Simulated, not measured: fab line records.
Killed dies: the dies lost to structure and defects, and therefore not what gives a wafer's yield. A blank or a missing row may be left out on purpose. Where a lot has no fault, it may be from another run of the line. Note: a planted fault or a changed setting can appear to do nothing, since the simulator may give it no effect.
Chamber matching || flow rit_cmos || rie_si-02 running RIT_GATE_ETCH_19: 4 sister chambers
The step etches poly-Si in SF6/CHF3/O2, stops on SiO2, time 165 s, target depth 312.5 nm. 8 wafers are shown with their chamber, then 9 later ones without.

WAFERS WITH THEIR CHAMBER
{"wafer": "L441.1", "chamber": 1, "throttle_valve_pct (%)": 10.46, "drypump_motor_current_A (A)": 5.9}
{"wafer": "L442.5", "chamber": 0, "throttle_valve_pct (%)": 10.01, "drypump_motor_current_A (A)": 6.6}
{"wafer": "L445.2", "chamber": 3, "throttle_valve_pct (%)": 10.29, "drypump_motor_current_A (A)": 5.9}
{"wafer": "L445.3", "chamber": 2, "throttle_valve_pct (%)": 10.28, "drypump_motor_current_A (A)": 5.8}
{"wafer": "L445.4", "chamber": 0, "throttle_valve_pct (%)": 10.00, "drypump_motor_current_A (A)": 6.6}
{"wafer": "L447.1", "chamber": 1, "throttle_valve_pct (%)": 10.47, "drypump_motor_current_A (A)": 5.8}
{"wafer": "L447.5", "chamber": 3, "throttle_valve_pct (%)": 10.28, "drypump_motor_current_A (A)": 5.9}
{"wafer": "L447.6", "chamber": 2, "throttle_valve_pct (%)": 10.27, "drypump_motor_current_A (A)": 5.8}

WAFERS MISSING THEIR CHAMBER
{"wafer": "L449.1", "throttle_valve_pct (%)": 10.28, "drypump_motor_current_A (A)": 5.9}
{"wafer": "L449.5", "throttle_valve_pct (%)": 10.00, "drypump_motor_current_A (A)": 6.6}
{"wafer": "L449.6", "throttle_valve_pct (%)": 10.45, "drypump_motor_current_A (A)": 5.8}
{"wafer": "L451.1", "throttle_valve_pct (%)": 10.47, "drypump_motor_current_A (A)": 5.9}
{"wafer": "L451.3", "throttle_valve_pct (%)": 10.26, "drypump_motor_current_A (A)": 5.8}
{"wafer": "L451.5", "throttle_valve_pct (%)": 10.26, "drypump_motor_current_A (A)": 5.8}
{"wafer": "L453.1", "throttle_valve_pct (%)": 10.29, "drypump_motor_current_A (A)": 5.8}
{"wafer": "L453.5", "throttle_valve_pct (%)": 10.46, "drypump_motor_current_A (A)": 5.8}
{"wafer": "L453.6", "throttle_valve_pct (%)": 10.27, "drypump_motor_current_A (A)": 5.8}

EACH ONE'S CHAMBER
{"wafer": "L449.1", "from the rows above": 3, "in truth": 3}
{"wafer": "L449.5", "from the rows above": 0, "in truth": 0}
{"wafer": "L449.6", "from the rows above": 1, "in truth": 1}
{"wafer": "L451.1", "from the rows above": 1, "in truth": 1}
{"wafer": "L451.3", "from the rows above": 2, "in truth": 2}
{"wafer": "L451.5", "from the rows above": 2, "in truth": 2}
{"wafer": "L453.1", "from the rows above": "can't be placed: 2 or 3", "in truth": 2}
{"wafer": "L453.5", "from the rows above": 1, "in truth": 1}
{"wafer": "L453.6", "from the rows above": 2, "in truth": 2}
Placed correctly: 8 of 9. Cannot be placed on the basis of these rows: 1; the candidates contain the true chamber in 1. Wrongly placed: 0.
How it was worked out, from the rows above alone: a wafer's distance from a chamber is the root of the sum, over the readings, of the square of ((its reading less the chamber's mean) divided by the reading's scatter). The wafer belongs to the nearest chamber; if the next one is less than 2 further off, it can't be placed. For every chamber, the mean is computed from those of its wafers that are shown. The scatter: take each reading less its chamber's mean, square it, sum over the shown wafers, divide by the number of wafers less the number of chambers, and take the root.
